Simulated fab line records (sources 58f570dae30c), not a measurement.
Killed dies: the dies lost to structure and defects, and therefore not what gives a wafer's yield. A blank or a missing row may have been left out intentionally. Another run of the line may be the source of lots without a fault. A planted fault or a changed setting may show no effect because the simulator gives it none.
Lot-split experiment    flow berkeley cmos170    23 wafers read from 5 lots, route of 331 steps

== SPLIT DETAILS ==
At UCB170_V1_CMP_02 (polishes SiO2), the setting leave above ref nm was moved away from the recipe's 1000 nm on 9 of the 23 wafers read, by -7.5% to +5.2%. All remaining wafers had this setting at the recipe value.

Between the split and the reading, the file records no step.

== THE READING ==
V1_POLISHED_THK at UCB170_V1_THK_MEAS_04, in nm. On this fab line, fault-free wafers typically give 1000.8 nm with a standard deviation of 1.4 nm.

wafer   tool, chamber at the split  leave above ref nm as run, nm  against the recipe  V1_POLISHED_THK, nm  against lot-mates on the recipe
L075.1  cmp-02, 2                   1000                           recipe              1000.9               -
L075.2  cmp-02, 1                   925.3                          -7.5%               927.0                -74.6
L075.3  cmp-02, 0                   925.3                          -7.5%               925.4                -76.2
L075.4  cmp-02, 3                   1000                           recipe              1002.3               -
L075.5  cmp-02, 3                   1000                           recipe              1001.7               -
L079.1  cmp-01, 0                   1000                           recipe              1001.6               -
L079.2  cmp-01, 1                   936.2                          -6.4%               939.4                -61.7
L079.3  cmp-01, 2                   936.2                          -6.4%               935.9                -65.2
L079.4  cmp-01, 3                   936.2                          -6.4%               938.5                -62.6
L079.5  cmp-01, 2                   1000                           recipe              1000.6               -
L081.2  cmp-01, 0                   1000                           recipe              1000.3               -
L081.4  cmp-01, 1                   1000                           recipe              1002.9               -
L081.5  cmp-01, 1                   1000                           recipe              1004.6               -
L080.1  cmp-02, 3                   1000                           recipe              1002.3               -
L080.3  cmp-02, 2                   1052                           +5.2%               1051.4               +50.6
L080.4  cmp-02, 1                   1052                           +5.2%               1053.3               +52.5
L080.5  cmp-02, 3                   1000                           recipe              1000.2               -
L080.6  cmp-02, 0                   1000                           recipe              999.9                -
L085.1  cmp-02, 1                   964.3                          -3.6%               964.8                -37.0
L085.2  cmp-02, 2                   1000                           recipe              1001.0               -
L085.3  cmp-02, 3                   1000                           recipe              1002.2               -
L085.4  cmp-02, 0                   964.3                          -3.6%               963.4                -38.4
L085.5  cmp-02, 3                   1000                           recipe              1002.3               -

THE FIT
A straight line over all 23 wafers: V1_POLISHED_THK changes by +10 nm for each +1% of leave above ref nm; r = +1.00; the points scatter about the line by 1.4 nm.
The same after taking each lot's own level away (the mean of its wafers on the recipe; 23 wafers): +10 nm for each +1%; r = +1.00; scatter 1.3 nm.
Per that fit: largest leave above ref nm move, reading shift of 75 nm.
The lots' own levels span 1000.80 to 1002.60 nm, that is 1.3 times the standard deviation above.
So the lot-to-lot level changes the slope little: the two slopes agree.
Check: with one of the wafers moved furthest among these (-7.5%) left out of the fit, the line predicts -75 nm for it against its lot-mates. Against them it came out at -74.6 nm.

== ADDITIONAL SPLITS CARRIED BY THESE WAFERS ==
Before the reading, these wafers also passed through other splits. Each is held against what the fit with the lots' levels taken away leaves over:
other split on the same wafers        wafers away from the commonest value  r with V1_POLISHED_THK (lot level and that fit taken away)
UCB170_PSD_IMPLANT_08 energy kev      8                                     +0.11
UCB170_NSD_IMPLANT_08 energy kev      9                                     -0.08
UCB170_BACKSIDE_SOFTBAKE_02 time s    8                                     +0.04
UCB170_CONTACT_CVD_01 sih4 flow sccm  10                                    +0.13

== THE WHOLE CHAIN: every reading that the file lists as answering this split, in the file's order ==
step                   what it does                                                               reading                                                                    change (the file's fit)               r (the file's)
UCB170_V1_CMP_02       polishes SiO2                                                              SiO2_of_V1_CVD_00.thk nm (the simulator's own value, which no gauge read)  +10.1 nm for each +1% of the setting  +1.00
UCB170_V1_THK_MEAS_04                                                                             V1_POLISHED_THK                                                            +10 for each +1% of the setting       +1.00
UCB170_V1_ETCH_14      etches SiO2 in CHF3/CF4/Ar, stops on Al, target depth 1250 nm, time 291 s  V1.feature depth nm (the simulator's own value, which no gauge read)       +10.1 nm for each +1% of the setting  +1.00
UCB170_V1_ETCH_14      etches SiO2 in CHF3/CF4/Ar, stops on Al, target depth 1250 nm, time 291 s  etch.depth nm (the simulator's own value, which no gauge read)             +10.1 nm for each +1% of the setting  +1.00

== THE FILE'S OWN FIT ==
V1_POLISHED_THK changes by +10 nm for each +1% of leave above ref nm, r = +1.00.
